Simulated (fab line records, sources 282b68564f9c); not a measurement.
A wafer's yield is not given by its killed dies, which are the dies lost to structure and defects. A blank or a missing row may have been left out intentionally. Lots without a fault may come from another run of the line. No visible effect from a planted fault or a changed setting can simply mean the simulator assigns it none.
Comparing a struck lot with a sound one || flow ritCmos || 35 steps out of a route of 202
Sound: wafers L550.2, L550.4, L550.6. Wafers struck: L555.3, L555.5, L555.6. At the end, the cause is stated.
Per side, at each step with rows, come the tool, then ch with its chambers, and then its first start. Under that, the readings that differ: sound wafers || struck wafers || difference of the means || sigmas: that difference in standard deviations of wafers without a fault.
alike: words and numbers the same on both sides, and readings whose means are apart by under 2 such deviations; not compared: readings that were withheld, readings missing a value for some wafer, numbers with overlapping values and no deviation given by the record, and bounds like >300 which may hide the same value.
A row with sigmas, a row that says differs or no value, or rows on one side alone: a step with any of these is where the two part. When numbers do not overlap yet have no deviation, they are printed without sigmas and do not part them. A reading that every wafer of one side lacks parts them only if that side has two wafers or more.

RIT_CONTACT_CVD_00: deposits SiO2 from TEOS, target thk 400 nm, time 61 s.
  sound on pecvd-01 ch 0,1,2, day 3 18:56; struck on pecvd-02 ch 0,1,2, day 4 18:55
  alike: heaterPowerW, susceptorTempC
  not compared: sinceWetCleanH
RIT_CONTACT_THK_MEAS_01:
  struck on filmMetro-03, day 4 18:59; sound on filmMetro-02, day 3 18:59
  alike: CONTACT_TEOS_THK
then, 6 steps without rows for these wafers: RIT_CONTACT_HMDS_02 (prime time 60 s); RIT_CONTACT_COAT_03 (resist thk 1000 nm); RIT_CONTACT_SOFTBAKE_04 (time 60 s); RIT_CONTACT_EXPOSE_05 (exposes mask M11, target cd 1000 nm); RIT_CONTACT_PEB_06; RIT_CONTACT_DEVELOP_07 (develop time 120 s).
RIT_CONTACT_CD_MEAS_08 targets a cd of 1000 nm.
  struck on cdSem-01, day 4 20:01; sound on cdSem-01, day 3 20:09
  alike: cdNm
RIT_CONTACT_OVL_MEAS_09:
  struck on overlay-02, day 4 20:07; sound on overlay-01, day 3 20:16
  alike: CONTACT_OVL
then, 1 step without rows for these wafers: RIT_CONTACT_HARDBAKE_10 (time 60 s).
RIT_CONTACT_ETCH_11: etches SiO2 in CHF3/CF4/Ar, stops on TiSi2, target depth 480 nm, time 320 s.
  sound on rieDiel-01 ch 1,3, day 3 20:26; struck on rieDiel-04 ch 1,2, day 4 20:25
  alike: drypumpMotorCurrentA, mfcArSccm, oesProductAu, throttleValvePct
  not compared: rfHoursCounterH
RIT_CONTACT_STRIP_12: strips in O2, time 180 s.
  sound on plasmaAsher-02 ch 0,1, day 3 20:38; struck on plasmaAsher-02 ch 0,1, day 4 20:40
  alike: drypumpMotorCurrentA, o2FlowSccm
  not compared: rfHoursCounterH
RIT_CONTACT_CD_MEAS_90 targets a cd of 1000 nm.
  struck on cdSem-01, day 4 20:50; sound on cdSem-02, day 3 20:49
  alike: cdNm
then, 2 steps without rows for these wafers: RIT_CONTACT_CLEAN_13 (cleans in SC1, time 600 s); RIT_CONTACT_CLEAN_14 (cleans in SC2, time 600 s).
RIT_M1_SPUTTER_00: material Al, target thk 400 nm, time 500 s.
  struck on pvdSputter-03, day 4 21:16; sound on pvdSputter-02, day 3 21:16
{"reading": "throttleValvePct (%)", "sound": "28.0 28.0 28.0", "struck": "31.6 29.9 29.3", "difference": "+2.3", "sigmas": "+2"}
RIT_M1_RS_MEAS_01: measurement is done with a four-point probe.
  struck on filmMetro-02, day 4 21:35; sound on filmMetro-01, day 3 21:35
  alike: M1_AL_RS
RIT_M1_THK_MEAS_02: measures by xrf.
  struck on filmMetro-02, day 4 21:41; sound on filmMetro-01, day 3 21:42
  alike: M1_AL_THK
then, 6 steps without rows for these wafers: RIT_M1_HMDS_03 (prime time 60 s); RIT_M1_COAT_04 (resist thk 1300 nm); RIT_M1_SOFTBAKE_05 (time 60 s); RIT_M1_EXPOSE_06 (exposes mask M12, target cd 2600 nm); RIT_M1_PEB_07; RIT_M1_DEVELOP_08 (develop time 68 s).
RIT_M1_CD_MEAS_09 targets a cd of 2600 nm.
  struck on cdSem-02, day 4 22:47; sound on cdSem-01, day 3 22:39
  alike: cdNm
RIT_M1_OVL_MEAS_10:
  struck on overlay-01, day 4 22:52; sound on overlay-01, day 3 22:45
  alike: M1_OVL
then, 1 step without rows for these wafers: RIT_M1_HARDBAKE_11 (time 120 s).
RIT_M1_METAL_ETCH_12: etches Al in Cl2/BCl3, stops on SiO2, time 165 s, target depth 600 nm.
  sound on rieMetal-02 ch 0,1, day 3 23:02; struck on rieMetal-04 ch 0,1, day 4 23:12
  alike: bcl3FlowSccm, drypumpMotorCurrentA, oesProductAu, throttleValvePct
  not compared: rfHoursCounterH
then, 1 step without rows for these wafers: RIT_M1_STRIP_13 (strips in nmp, time 600 s).
RIT_M1_STRIP_14: strips in O2, time 180 s.
  sound on plasmaAsher-04 ch 0,1, day 3 23:35; struck on plasmaAsher-01 ch 0,1, day 4 23:32
{"reading": "o2FlowSccm (sccm)", "sound": "3990 3998 3995", "struck": "4017 4023 4003", "difference": "+20", "sigmas": "+2"}
  alike: drypumpMotorCurrentA
  not compared: rfHoursCounterH
RIT_M1_CD_MEAS_90 targets a cd of 2600 nm.
  struck on cdSem-02, day 4 23:41; sound on cdSem-02, day 3 23:46
  alike: cdNm
then, 1 step without rows for these wafers: RIT_M1_ANNEAL_15 (time 1800 s).
RIT_M1_BOW_MEAS_16:
  struck on filmMetro-03, day 5 02:35; sound on filmMetro-01, day 4 01:23
  alike: M1_BOW
RIT_M1_PROBE_99:
  struck on prober-02, day 5 02:46; sound on prober-01, day 4 01:32
{"reading": "killedAtContacts", "sound": "0 0 0", "struck": "22 27 22", "difference": "+24", "sigmas": "+88"}
{"reading": "killedDies", "sound": "7 5 8", "struck": "33 33 28", "difference": "+25", "sigmas": "+8"}
{"reading": "killedOnRim", "sound": "5 2 2", "struck": "10 2 8", "difference": "+4", "sigmas": "+3"}
{"reading": "model.etest.pmosTurned.rOnOhmUm", "sound": "3696 3717 3791", "struck": "4058 3935 4147", "difference": "+312", "sigmas": ""}
{"reading": "model.etest.pmos_0p3.rOnOhmUm", "sound": "6405 6464 6577", "struck": "6866 6744 6967", "difference": "+377", "sigmas": ""}
{"reading": "model.etest.pmos_0p15.rOnOhmUm", "sound": "2899 2952 2988", "struck": "3209 3097 3253", "difference": "+240", "sigmas": ""}
{"reading": "model.etest.pldd.rsOhmSq", "sound": "583.7 568.5 598.3", "struck": "721.9 703.2 732", "difference": "+135.5", "sigmas": ""}
{"reading": "model.etest.pldd.lineOhmUm", "sound": "184.8 179.1 187.8", "struck": "224.6 222.8 229.3", "difference": "+41.7", "sigmas": ""}
{"reading": "model.etest.pmosTurned.driveUaUm", "sound": "171.2 169.3 163", "struck": "151.4 158.6 145.7", "difference": -15.9, "sigmas": ""}
{"reading": "model.etest.pmos_0p15.driveUaUm", "sound": "240.6 235.4 233.3", "struck": "218.4 228.7 215.4", "difference": -15.6, "sigmas": ""}
{"reading": "model.etest.pmos_0p3.driveUaUm", "sound": "98.6 96.77 96.13", "struck": "91.72 92.71 89.74", "difference": -5.78, "sigmas": ""}
  alike: killedAtFrontEnd, killedOpen, killedShort

## WHERE THEY PART
At RIT_M1_SPUTTER_00 first; at RIT_M1_PROBE_99 last (within this record only).

WHY: whatever the simulator had introduced
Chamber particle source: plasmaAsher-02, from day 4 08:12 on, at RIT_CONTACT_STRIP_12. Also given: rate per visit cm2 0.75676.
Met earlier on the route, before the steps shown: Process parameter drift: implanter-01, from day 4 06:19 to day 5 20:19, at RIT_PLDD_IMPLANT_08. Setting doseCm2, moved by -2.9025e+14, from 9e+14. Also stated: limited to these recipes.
